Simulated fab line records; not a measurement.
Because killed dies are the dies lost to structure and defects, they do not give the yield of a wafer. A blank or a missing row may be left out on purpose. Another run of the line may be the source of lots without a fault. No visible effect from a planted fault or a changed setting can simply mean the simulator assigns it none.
Which tool was responsible? :: flow berkeley-cmos170 :: Sampling: 7 lots, 21 wafers, 3 of 331 route steps

== WHAT EACH GAUGE READ, for each wafer ==
UCB170_M2_OVL_MEAS_16.
lot: L171
measured: day 7 17:17
on: overlay-02
M2_OVL (nm): -3 0 -4

lot: L172
measured: day 8 03:33
on: overlay-02
M2_OVL (nm): 4 2 7

lot: L174
measured: day 8 03:04
on: overlay-02
M2_OVL (nm): -11 -6 -11

lot: L176
measured: day 8 17:13
on: overlay-02
M2_OVL (nm): 7 13 12

lot: L185
measured: day 11 05:17
on: overlay-02
M2_OVL (nm): 5 6 9

lot: L188
measured: day 11 06:29
on: overlay-02
M2_OVL (nm): -4 -1 1

lot: L192
measured: day 11 17:59
on: overlay-01
M2_OVL (nm): -10 -4 -14

== WHICH TOOL RAN EACH LOT (tool, then ch and the chambers of the sampled wafers, then the start) ==
lot: L171
UCB170_ACTIVE_PEB_11: litho-track-03 ch 0, day 4 07:29
UCB170_NSD_STRIP_09: plasma-asher-04 ch 0,1, day 7 00:42

lot: L172
UCB170_ACTIVE_PEB_11: litho-track-01 ch 0, day 4 15:07
UCB170_NSD_STRIP_09: plasma-asher-02 ch 0,1, day 7 08:31

lot: L174
UCB170_ACTIVE_PEB_11: litho-track-01 ch 0, day 4 23:42
UCB170_NSD_STRIP_09: plasma-asher-01 ch 0,1, day 7 08:12

lot: L176
UCB170_ACTIVE_PEB_11: litho-track-04 ch 0, day 5 08:02
UCB170_NSD_STRIP_09: plasma-asher-04 ch 0,1, day 7 23:01

lot: L185
UCB170_ACTIVE_PEB_11: litho-track-04 ch 0, day 7 20:39
UCB170_NSD_STRIP_09: plasma-asher-04 ch 0,1, day 10 02:57

lot: L188
UCB170_ACTIVE_PEB_11: litho-track-01 ch 0, day 8 03:38
UCB170_NSD_STRIP_09: plasma-asher-02 ch 0,1, day 10 07:46

lot: L192
UCB170_ACTIVE_PEB_11: litho-track-04 ch 0, day 8 11:45
UCB170_NSD_STRIP_09: plasma-asher-01 ch 0,1, day 10 19:06
- UCB170_ACTIVE_PEB_11
- UCB170_NSD_STRIP_09: strips in O2.

== THE ANSWER, worked out from the rows above alone ==
Rule: the lots themselves supply what counts as usual. The widest of any qualifying gaps counts: lots, ordered by their means at a reading, are off when they make up no more than a third of the lots, leave a main group of 4 or more, and stand apart from it by 3 or more times the standard deviation of that group's means. Not used: any main group whose means are identical at the precision the tables above print for the reading. A lot without any number at a reading at which 4 lots or more have one is off too. The other lots that the step has rows for count as sound.
No lot is off at any reading shown: from this, nothing can be told.

== WHAT THE SIMULATOR HAD PUT IN ==
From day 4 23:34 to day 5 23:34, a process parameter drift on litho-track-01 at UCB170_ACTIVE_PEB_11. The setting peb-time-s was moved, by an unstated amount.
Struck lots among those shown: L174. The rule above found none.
